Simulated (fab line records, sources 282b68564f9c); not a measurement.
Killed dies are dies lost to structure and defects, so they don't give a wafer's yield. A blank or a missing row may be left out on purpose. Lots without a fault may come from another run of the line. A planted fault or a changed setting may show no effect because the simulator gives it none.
A struck lot beside a sound one | flow rit_cmos | 15 steps out of a route of 202
Sound: wafers L592.3, L592.4, L592.5. Struck: wafers L594.2, L594.3, L594.4. The cause comes at the end.
At each step with rows: each side's tool, then ch and its chambers, then its first start. Under that, the readings that differ: sound wafers | struck wafers | difference of the means | sigmas: that difference in standard deviations of wafers without a fault.
alike: readings whose means differ by less than 2 such deviations, and words and numbers that are the same on both sides. not compared: withheld readings, readings that some wafer has no value for, bounds like >300 that may hide the same value, and numbers for which the record gives no deviation and whose values overlap.
The two part at a step that has a row with sigmas, a row that says differs or no value, or rows on one side only. Numbers that don't overlap but have no deviation are shown without sigmas and don't part them. A reading that every wafer of one side lacks parts them only if that side has two wafers or more.

RIT_NSD_TW_MEAS_10:
  sound on film_metro-04, day 5 22:31; struck on film_metro-04, day 6 13:53
  alike: NSD_TW
then, 6 steps without rows for these wafers: RIT_PSD_HMDS_00 (prime time 60 s); RIT_PSD_COAT_01 (resist thk 1000 nm); RIT_PSD_SOFTBAKE_02 (time 60 s); RIT_PSD_EXPOSE_03 (exposes mask M10, target cd 40900 nm); RIT_PSD_PEB_04; RIT_PSD_DEVELOP_05 (develop time 50 s).
RIT_PSD_OVL_MEAS_06:
  sound on overlay-01, day 5 23:32; struck on overlay-02, day 6 15:03
  alike: PSD_OVL
then, 2 steps without rows for these wafers: RIT_PSD_HARDBAKE_07 (time 60 s); RIT_PSD_IMPLANT_08.
RIT_PSD_STRIP_09: strips in O2, time 180 s.
  sound on plasma_asher-04 ch 0,1, day 5 23:55; struck on plasma_asher-04 ch 0,1, day 6 15:36
  alike: chamber_pressure_mTorr, drypump_motor_current_A
  not compared: rf_hours_counter_h
RIT_PSD_TW_MEAS_10:
  sound on film_metro-04, day 6 00:04; struck on film_metro-04, day 6 15:47
  alike: PSD_TW
RIT_SDANNEAL_CLEAN_00: cleans in SC1, time 600 s.
  sound on wet_bench-04 ch 1, day 6 00:06; struck on wet_bench-04 ch 2, day 6 15:50
  reading               | sound             | struck            | difference | sigmas
  bath_guard_temp_C (C) | 74.0 74.0 74.1    | 77.0 77.0 77.2    | +3.0       | +6
  temp_c (C)            | 74.86 74.90 74.75 | 77.44 77.61 77.67 | +2.74      | +27
then, 1 step without rows for these wafers: RIT_SDANNEAL_CLEAN_01 (cleans in dHF, time 30 s).
RIT_M1_PROBE_99:
  sound on prober-01, day 6 09:38; struck on prober-01, day 6 23:49
  alike: killed_at_contacts, killed_at_front_end, killed_dies, killed_on_rim, killed_open, killed_short

WHERE THEY PART
Only at RIT_SDANNEAL_CLEAN_00, within this record. Later steps at which nothing parts them and some readings are alike: RIT_M1_PROBE_99.

WHY: what the simulator had put in
Process parameter drift: wet_bench-04, from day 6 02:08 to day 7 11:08, at RIT_SDANNEAL_CLEAN_00. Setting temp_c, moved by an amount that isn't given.
